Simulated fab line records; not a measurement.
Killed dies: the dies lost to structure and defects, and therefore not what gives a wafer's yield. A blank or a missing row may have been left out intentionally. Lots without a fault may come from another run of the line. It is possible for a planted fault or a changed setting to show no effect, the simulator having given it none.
A struck lot beside a sound one    flow ritCmos    14 out of 202 route steps
Sound: the wafers L833.4, L833.5, L833.6. Struck: wafer L844.3 (L844.1, L844.2, from the same lot, were not struck and are left out); the cause is given at the end.
At each step with rows: each side's tool, then ch and its chambers, then its first start. Under that, the readings that differ: sound wafers    struck wafers    difference of the means    sigmas: that difference in standard deviations of wafers without a fault.
alike: a reading whose means differ by less than 2 such deviations, as well as words and numbers matching on both sides. not compared: withheld readings; readings where some wafer has no value; bounds like >300 that might hide an equal value; numbers whose values overlap and for which the record gives no deviation.
Wherever a step has rows on one side only, a row that says differs or no value, or a row with sigmas, the two part there. Numbers that have no deviation but don't overlap get no sigmas and don't part them. A reading that every wafer of one side lacks parts them only if that side has two wafers or more.

first, 1 step without rows for these wafers: RIT_ACTIVE_OXIDATION_01 (target thk 46.8 nm, ox time 3360 s).
RIT_ACTIVE_THK_MEAS_02:
  sound on filmMetro-02, day 2 18:05; struck on filmMetro-04, day 5 02:40
  alike: ACTIVE_OXIDE_THK
then, 1 step without rows for these wafers: RIT_ACTIVE_CVD_03 (deposits Si3N4 from SiH2Cl2/NH3, target thk 150 nm, time 1500 s).
RIT_ACTIVE_THK_MEAS_04:
  sound on filmMetro-03, day 2 19:34; struck on filmMetro-02, day 5 04:08
reading                  sound              struck  difference  sigmas
ACTIVE_NITRIDE_THK (nm)  151.4 152.0 150.3  147.7   -3.5        -2
then, 6 steps without rows for these wafers: RIT_ACTIVE_HMDS_05 (prime time 60 s); RIT_ACTIVE_COAT_06 (resist thk 1000 nm); RIT_ACTIVE_SOFTBAKE_07 (time 60 s); RIT_ACTIVE_EXPOSE_08 (exposes mask M1, target cd 1400 nm); RIT_ACTIVE_PEB_09; RIT_ACTIVE_DEVELOP_10 (develop time 48.86 s).
RIT_ACTIVE_CD_MEAS_11: target cd 1400 nm.
  sound on cdSem-01, day 2 20:37; struck on cdSem-02, day 5 05:10
  alike: cdNm
then, 1 step without rows for these wafers: RIT_ACTIVE_HARDBAKE_12 (time 60 s).
RIT_ACTIVE_ETCH_13: etches Si3N4 in SF6, stops on SiO2, time 210 s, target depth 210 nm.
  sound on rieDiel-03 ch 1,2,3, day 2 20:50; struck on rieDiel-01 ch 3, day 5 05:26
reading                                       sound              struck  difference  sigmas
model.NOVOLAK_of_ACTIVE_COAT_06.thkNm (nm)    647.1 657.2 651.1  722.2   +70.4       
model.ACTIVE.featureDepthNm (nm)              152.4 152.1 150.3  145.6   -6.0        
model.SiO2_of_ACTIVE_OXIDATION_01.thkNm (nm)  48.96 49.84 50.34  50.43   +0.72       
  alike: drypumpMotorCurrentA, oesProductAu, throttleValvePct
  not compared: rfHoursCounterH
RIT_ACTIVE_STRIP_14: strips in O2, time 180 s.
  sound on plasmaAsher-03 ch 0,1, day 2 21:02; struck on plasmaAsher-03 ch 1, day 5 05:34
  alike: drypumpMotorCurrentA
  not compared: rfHoursCounterH

## WHERE THEY PART
Only at RIT_ACTIVE_THK_MEAS_04, as far as this record shows. Later steps at which nothing parts them and some readings are alike: RIT_ACTIVE_CD_MEAS_11, RIT_ACTIVE_ETCH_13, RIT_ACTIVE_STRIP_14.

WHY: what had been put in by the simulator
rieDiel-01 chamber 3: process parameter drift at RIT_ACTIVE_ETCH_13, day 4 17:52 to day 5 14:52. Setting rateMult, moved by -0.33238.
